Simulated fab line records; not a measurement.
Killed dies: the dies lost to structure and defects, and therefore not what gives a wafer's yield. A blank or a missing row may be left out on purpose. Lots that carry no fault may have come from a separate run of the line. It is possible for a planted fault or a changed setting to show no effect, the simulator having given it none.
Matching of chambers :: flow rit cmos :: RIT_ACTIVE_ETCH_13 on rie diel-04 has 4 sister chambers
The step etches Si3N4 in SF6, stops on SiO2, time 210 s, target depth 210 nm. 4 wafers are shown with their chamber, then 7 later ones without.

WAFERS, EACH WITH ITS CHAMBER
wafer: L638.4
chamber: 3
drypump motor current A (A): 4.8

wafer: L638.5
chamber: 2
drypump motor current A (A): 5.1

wafer: L642.1
chamber: 1
drypump motor current A (A): 5.7

wafer: L642.4
chamber: 0
drypump motor current A (A): 5.7

WAFERS MISSING THEIR CHAMBER
wafer: L642.6
drypump motor current A (A): 5.7

wafer: L651.2
drypump motor current A (A): 5.7

wafer: L651.5
drypump motor current A (A): 4.7

wafer: L651.6
drypump motor current A (A): 5.7

wafer: L655.2
drypump motor current A (A): 5.1

wafer: L655.3
drypump motor current A (A): 4.8

wafer: L655.6
drypump motor current A (A): 5.1

WHICH CHAMBER EACH ONE RAN IN
wafer: L642.6
from the rows above: can't be placed: 0 or 1
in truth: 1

wafer: L651.2
from the rows above: can't be placed: 0 or 1
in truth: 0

wafer: L651.5
from the rows above: 3
in truth: 3

wafer: L651.6
from the rows above: can't be placed: 0 or 1
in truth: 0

wafer: L655.2
from the rows above: 2
in truth: 2

wafer: L655.3
from the rows above: 3
in truth: 3

wafer: L655.6
from the rows above: 2
in truth: 2
4 of 7 placed correctly. Not placeable from these rows: 3 (in 3, the candidates include the true chamber). Wrongly placed: 0.
How it was worked out, from the rows above alone: a wafer's distance from a chamber is the root of the sum, over the readings, of the square of ((its reading less the chamber's mean) divided by the reading's scatter). If the next closest chamber is less than 2 further off than the closest, the wafer can't be placed; otherwise it belongs to the closest. The mean given for a chamber averages the wafers shown for that chamber. The scatter: root of mean squared gap, hidden wafer to nearest shown wafer, with one shown wafer a chamber.
